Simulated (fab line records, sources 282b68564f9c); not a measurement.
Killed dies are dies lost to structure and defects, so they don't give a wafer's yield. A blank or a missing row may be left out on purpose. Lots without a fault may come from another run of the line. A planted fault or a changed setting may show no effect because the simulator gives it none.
One fault seen from 2 desks | flow rit_cmos | each desk has only its own numbers; what lay behind them comes last

THE METROLOGY DESK
What the gauges read, lot by lot, whatever tool the lot ran on: means of the sampled wafers that have a number. A lot is out of limits, marked OUT, if its mean lies more than 4 standard deviations from the usual mean; the brackets give that distance.
Columns: A = GATE_OVL at RIT_GATE_OVL_MEAS_17, usual -1.2 nm; B = REOX_OXIDE_THK at RIT_REOX_THK_MEAS_04, usual 24.4 nm
lot  | first seen here | A    | B
L915 | day 2 17:50     | -1.9 | 24.6
L916 | day 2 21:58     | 1.3  | 24.2
L917 | day 3 03:19     | -1.0 | 25.0
L918 | day 3 08:21     | -4.6 | 24.1
L919 | day 3 15:53     | -0.9 | 24.3
L920 | day 3 18:54     | -1.1 | 24.8
L921 | day 4 01:24     | -1.1 | 23.6
L923 | day 4 09:37     | -2.2 | 24.7
L924 | day 4 15:04     | -0.6 | 24.5
L925 | day 4 23:20     | -0.8 | 24.2
L926 | day 5 03:48     | -2.3 | 24.4
L932 | day 6 06:19     | -1.6 | 23.5
L935 | day 6 22:23     | 0.4  | 23.7
L936 | day 7 02:28     | -1.3 | 23.6
This desk's finding: nothing out of limits on any of the 14 lots.

THE TOOL OWNER'S DESK: rie_diel-03
The tool's own readings at RIT_CONTACT_ETCH_11 (etches SiO2 in CHF3/CF4/Ar, stops on TiSi2, target depth 480 nm, time 320 s): means of the sampled wafers that have a number, for each lot that ran on this tool. A lot is out of limits, marked OUT, if its mean lies more than 4 standard deviations from the usual mean; the brackets give that distance.
Columns: A = drypump_motor_current_A at RIT_CONTACT_ETCH_11, usual 5.8 A; B = oes_product_au at RIT_CONTACT_ETCH_11, usual 0.980 a.u.; C = throttle_valve_pct at RIT_CONTACT_ETCH_11, usual 8.86 %
lot  | first seen here | A   | B     | C
L915 | day 3 09:08     | 5.6 | 0.976 | 9.03
L918 | day 3 23:22     | 5.6 | 0.975 | 8.94
L919 | day 4 06:59     | 5.6 | 0.976 | 8.90
L923 | day 5 00:31     | 5.6 | 0.977 | 9.03
L926 | day 5 19:34     | 6.0 | 0.970 | 8.89
L932 | day 6 21:51     | 5.7 | 0.980 | 8.81
L936 | day 7 17:25     | 5.7 | 0.980 | 8.87
This desk's finding: nothing out of limits on any of the 7 lots.

PUT TOGETHER
The metrology desk saw nothing out of limits.
The tool owner's desk saw nothing out of limits.

WHAT THE SIMULATOR HAD PUT IN
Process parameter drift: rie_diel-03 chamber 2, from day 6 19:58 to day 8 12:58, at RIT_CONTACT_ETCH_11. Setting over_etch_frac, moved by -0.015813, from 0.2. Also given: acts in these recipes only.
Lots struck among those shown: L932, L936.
